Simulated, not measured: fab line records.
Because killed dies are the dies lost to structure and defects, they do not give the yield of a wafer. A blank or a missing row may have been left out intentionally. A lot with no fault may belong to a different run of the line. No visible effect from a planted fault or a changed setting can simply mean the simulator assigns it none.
Struck lot and sound lot, side by side + flow berkeley_cmos170 + 23 out of 331 route steps
Sound: these wafers, L136.3, L136.4, L136.5. The struck wafers were L154.3, L154.5, L154.6. At the end, the cause is stated.
Each step with rows lists, per side, the tool, then ch with its chambers, then its first start. Under that, the readings that differ: sound wafers + struck wafers + difference of the means + sigmas: that difference in standard deviations of wafers without a fault.
alike: readings whose means differ by less than 2 such deviations, and words and numbers that are the same on both sides. not compared: withheld readings, readings that some wafer has no value for, bounds like >300 that may hide the same value, and numbers for which the record gives no deviation and whose values overlap.
Wherever a step has rows on one side only, a row that says differs or no value, or a row with sigmas, the two part there. When numbers do not overlap yet have no deviation, they are printed without sigmas and do not part them. A reading missing from all wafers of one side parts the sides only when that side holds two or more wafers.

first, 5 steps without rows for these wafers: UCB170_PSD_COAT_01 (resist thk 900 nm); UCB170_PSD_SOFTBAKE_02 (time 60 s); UCB170_PSD_EXPOSE_03 (exposes mask PSELECT MOD, target cd 1200 nm); UCB170_PSD_PEB_04; UCB170_PSD_DEVELOP_05 (develop time 45 s).
UCB170_PSD_CD_MEAS_06: the cd target is 1200 nm.
  sound: cd_sem-01 at day 8 04:32; struck: cd_sem-01 at day 11 14:48
  alike: cd_nm
UCB170_PSD_OVL_MEAS_07:
  sound: overlay-01 at day 8 04:37; struck: overlay-01 at day 11 14:53
  alike: PSD_OVL
next, for these wafers, 1 step has no rows: UCB170_PSD_IMPLANT_08.
UCB170_PSD_STRIP_09: strips in O2.
  sound on plasma_asher-04 ch 0,1, day 8 04:49; struck on plasma_asher-03 ch 0,1, day 11 15:06
  alike: drypump_motor_current_A, oes_product_au, strip_time_to_endpoint_s
  not compared: rf_hours_counter_h
UCB170_PSD_TW_MEAS_10:
  sound: film_metro-04 at day 8 04:55; struck: film_metro-02 at day 11 15:11
  alike: PSD_TW
then, 2 steps without rows for these wafers: UCB170_PSD_CLEAN_11 (cleans in SPM, time 600 s); UCB170_NSD_HMDS_00 (prime time 60 s).
UCB170_NSD_COAT_01: resist thk 900 nm.
  sound on litho_track-03 ch 0, day 8 08:10; struck on litho_track-02 ch 0, day 11 16:17
| reading                              | sound                | struck               | difference | sigmas |
|--------------------------------------|----------------------|----------------------|------------|--------|
| spin_speed_rpm (rpm)                 | 1499.8 1498.8 1500.1 | 1446.6 1445.0 1445.9 | -53.7      | -45    |
| model.KrF_of_NSD_COAT_01.thk_nm (nm) | 904.9 900.3 901.5    | 916.1 914.5 914.1    | +12.7      |        |
then, 3 steps without rows for these wafers: UCB170_NSD_SOFTBAKE_02 (time 60 s); UCB170_NSD_EXPOSE_03 (exposes mask NSELECT MOD, target cd 1200 nm); UCB170_NSD_PEB_04.
UCB170_NSD_DEVELOP_05: develop time 45 s.
  sound on litho_track-03 ch 0; struck on litho_track-02 ch 0
| reading                              | sound             | struck            | difference | sigmas |
|--------------------------------------|-------------------|-------------------|------------|--------|
| model.KrF_of_NSD_COAT_01.thk_nm (nm) | 890.7 886.1 887.3 | 901.9 900.3 899.9 | +12.7      |        |
UCB170_NSD_CD_MEAS_06: the cd target is 1200 nm.
  sound: cd_sem-01 at day 8 09:37; struck: cd_sem-01 at day 11 17:07
  alike: cd_nm
UCB170_NSD_OVL_MEAS_07:
  sound: overlay-02 at day 8 09:43; struck: overlay-01 at day 11 17:13
  alike: NSD_OVL
next, for these wafers, 1 step has no rows: UCB170_NSD_IMPLANT_08.
UCB170_NSD_STRIP_09: strips in O2.
  sound on plasma_asher-02 ch 0,1, day 8 09:55; struck on plasma_asher-04 ch 0,1, day 11 17:25
| reading                      | sound             | struck            | difference | sigmas |
|------------------------------|-------------------|-------------------|------------|--------|
| strip_time_to_endpoint_s (s) | 35.97 35.85 35.90 | 36.21 36.21 36.17 | +0.29      | +4     |
  alike: drypump_motor_current_A, oes_product_au
  not compared: rf_hours_counter_h
UCB170_NSD_TW_MEAS_10:
  sound: film_metro-03 at day 8 10:01; struck: film_metro-04 at day 11 17:30
  alike: NSD_TW
UCB170_M3_PROBE_99:
  rows exist in the record for the sound wafers here (prober-01, day 9 15:37), none for the struck ones

WHERE THEY PART
At UCB170_NSD_COAT_01 first; at UCB170_M3_PROBE_99 last (within this record only).

WHY: the cause the simulator had injected
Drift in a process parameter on litho_track-02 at UCB170_NSD_COAT_01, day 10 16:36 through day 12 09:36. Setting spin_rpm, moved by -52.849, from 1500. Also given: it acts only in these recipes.
